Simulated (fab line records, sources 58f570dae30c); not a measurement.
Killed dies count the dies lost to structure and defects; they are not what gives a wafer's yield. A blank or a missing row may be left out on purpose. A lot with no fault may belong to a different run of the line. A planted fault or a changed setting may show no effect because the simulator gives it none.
A struck lot beside a sound one :: flow berkeley-cmos170 :: 44 steps out of a route of 331
Sound: wafers L998.1, L998.3, L998.4. The struck wafers were L109.1, L109.3, L109.5. At the end, the cause is stated.
Each step with rows lists, per side, the tool, then ch with its chambers, then its first start. Under that, the readings that differ: sound wafers :: struck wafers :: difference of the means :: sigmas: that difference in standard deviations of wafers without a fault.
alike: same words and numbers on both sides, and readings whose means sit less than 2 such deviations apart. not compared: any withheld reading, any reading some wafer has no value for, any bound like >300 that may hide the same value, and any number with overlapping values for which the record gives no deviation.
The two part at a step that has a row with sigmas, a row that says differs or no value, or rows on one side only. Numbers that don't overlap but have no deviation are shown without sigmas and don't part them. A reading missing from all wafers of one side parts the sides only when that side holds two or more wafers.

UCB170_GATE_ETCH_15: etches poly-Si in HBr/Cl2, stops on SiO2, time 56.3 s, target depth 278.2 nm.
  sound on rie-si-02 ch 0,1,2, day 6 16:19; struck on rie-si-01 ch 1,2, day 8 04:41
reading: bias-w (W)
sound: 149.6 149.3 149.5
struck: 150.0 150.9 150.8
difference: +1.1
sigmas: +2
  alike: HBr_flow_sccm, drypump-motor-current-A, oes-product-au, throttle-valve-pct
  not compared: rf-hours-counter-h
UCB170_GATE_STRIP_16: strips in O2.
  sound on plasma-asher-03 ch 0,1, day 6 16:22; struck on plasma-asher-01 ch 0,1, day 8 04:43
  alike: drypump-motor-current-A, oes-product-au
  not compared: rf-hours-counter-h
UCB170_GATE_CD_MEAS_90: the cd target is 350 nm.
  sound on cd-sem-01 at day 6 16:31; struck on cd-sem-01 at day 8 04:49
  alike: cd-nm
then, 7 steps without rows for these wafers: UCB170_GATE_CLEAN_17 (cleans in SPM, time 600 s); UCB170_PLDD_HMDS_00 (prime time 60 s); UCB170_PLDD_COAT_01 (resist thk 900 nm); UCB170_PLDD_SOFTBAKE_02 (time 60 s); UCB170_PLDD_EXPOSE_03 (exposes mask PSELECT, target cd 1200 nm); UCB170_PLDD_PEB_04; UCB170_PLDD_DEVELOP_05 (develop time 45 s).
UCB170_PLDD_CD_MEAS_06: the cd target is 1200 nm.
  sound on cd-sem-02 at day 6 18:10; struck on cd-sem-01 at day 8 08:00
  alike: cd-nm
UCB170_PLDD_OVL_MEAS_07:
  sound on overlay-02 at day 6 18:17; struck on overlay-02 at day 8 08:07
reading: PLDD_OVL (nm)
sound: -11 -16 2
struck: 7 -3 14
difference: +14
sigmas: +3
UCB170_PLDD_IMPLANT_08:
  sound on implanter-02 ch 0, day 6 18:19; struck on implanter-04 ch 0, day 8 08:10
reading: beam-on-s (s)
sound: 10.06 10.08 10.39
struck: 40.47 40.82 41.50
difference: +30.75
sigmas: +99 or more

reading: dose-ions-cm2
sound: 4.997e+13 4.993e+13 4.985e+13
struck: 2.4994e+14 2.4989e+14 2.4998e+14
difference: +2.0002e+14
sigmas: +99 or more

reading: faraday-current-uA
sound: 158 157 153
struck: 196 194 191
difference: +38
sigmas: +12
  alike: end-station-pressure-torr, rotation-deg, tilt-deg
after that, 1 step had no rows for these wafers: UCB170_PLDD_IMPLANT_09.
UCB170_PLDD_STRIP_10: strips in O2.
  sound on plasma-asher-04 ch 0,1, day 6 18:37; struck on plasma-asher-03 ch 0,1, day 8 08:28
  alike: drypump-motor-current-A, oes-product-au, strip-time-to-endpoint-s
  not compared: rf-hours-counter-h
UCB170_PLDD_TW_MEAS_11:
  sound on film-metro-04 at day 6 18:43; struck on film-metro-03 at day 8 08:34
reading: PLDD_TW
sound: 1017 1009 1008
struck: 1398 1401 1404
difference: +390
sigmas: +49
then, 7 steps without rows for these wafers: UCB170_PLDD_CLEAN_12 (cleans in SPM, time 600 s); UCB170_NLDD_HMDS_00 (prime time 60 s); UCB170_NLDD_COAT_01 (resist thk 900 nm); UCB170_NLDD_SOFTBAKE_02 (time 60 s); UCB170_NLDD_EXPOSE_03 (exposes mask NSELECT, target cd 1200 nm); UCB170_NLDD_PEB_04; UCB170_NLDD_DEVELOP_05 (develop time 45 s).
UCB170_NLDD_CD_MEAS_06: the cd target is 1200 nm.
  sound on cd-sem-01 at day 6 20:08; struck on cd-sem-01 at day 8 09:49
reading: cd-nm (nm)
sound: 1202.4 1201.9 1201.1
struck: 1199.0 1199.1 1199.4
difference: -2.6
sigmas: -2
UCB170_NLDD_OVL_MEAS_07:
  sound on overlay-01 at day 6 20:15; struck on overlay-02 at day 8 09:56
  alike: NLDD_OVL
then, 2 steps without rows for these wafers: UCB170_NLDD_IMPLANT_08; UCB170_NLDD_IMPLANT_09.
UCB170_NLDD_STRIP_10: strips in O2.
  sound on plasma-asher-04 ch 0,1, day 6 20:35; struck on plasma-asher-01 ch 0,1, day 8 10:16
  alike: drypump-motor-current-A, oes-product-au, strip-time-to-endpoint-s
  not compared: rf-hours-counter-h
UCB170_NLDD_TW_MEAS_11:
  sound on film-metro-03 at day 6 20:41; struck on film-metro-03 at day 8 10:22
  alike: NLDD_TW
then, 1 step without rows for these wafers: UCB170_NLDD_CLEAN_12 (cleans in SPM, time 600 s).
UCB170_SPACER_CVD_00: deposits SiO2 from TEOS/O2, target thk 376 nm, time 47 s.
  sound on pecvd-04 ch 0,1,2, day 6 21:05; struck on pecvd-04 ch 0,1,2, day 8 10:49
  alike: heater-power-w
UCB170_SPACER_THK_MEAS_01:
  sound on film-metro-02 at day 6 21:07; struck on film-metro-04 at day 8 10:51
  alike: SPACER_TEOS_THK
then, 8 steps without rows for these wafers: UCB170_SPACER_ANNEAL_02 (time 1800 s); UCB170_SPACER_ETCHBACK_03 (etches SiO2 in CHF3/CF4/Ar, stops on Si, target depth 376 nm, time 100 s); UCB170_PSD_HMDS_00 (prime time 60 s); UCB170_PSD_COAT_01 (resist thk 900 nm); UCB170_PSD_SOFTBAKE_02 (time 60 s); UCB170_PSD_EXPOSE_03 (exposes mask PSELECT MOD, target cd 1200 nm); UCB170_PSD_PEB_04; UCB170_PSD_DEVELOP_05 (develop time 45 s).
UCB170_PSD_CD_MEAS_06: the cd target is 1200 nm.
  sound on cd-sem-01 at day 7 00:53; struck on cd-sem-02 at day 8 18:35
  alike: cd-nm
UCB170_PSD_OVL_MEAS_07:
  sound on overlay-01 at day 7 01:00; struck on overlay-02 at day 8 18:42
reading: PSD_OVL (nm)
sound: 11 13 8
struck: 0 -10 -7
difference: -16
sigmas: -3
UCB170_SDANNEAL_RS_MEAS_04: uses a four-point probe to measure.
  sound on film-metro-01 at day 7 05:13; struck on film-metro-01 at day 8 23:31
reading: PLDD_RS (ohm/sq)
sound: 1032 1033 1035
struck: 463 464 463
difference: -570
sigmas: -99 or more
UCB170_M3_PROBE_99:
  only the struck wafers here have rows in the record (prober-01, day 10 02:28); the sound ones have none

WHERE THEY PART
At UCB170_GATE_ETCH_15 first; at UCB170_M3_PROBE_99 last (within this record only).

WHY: what had been put in by the simulator
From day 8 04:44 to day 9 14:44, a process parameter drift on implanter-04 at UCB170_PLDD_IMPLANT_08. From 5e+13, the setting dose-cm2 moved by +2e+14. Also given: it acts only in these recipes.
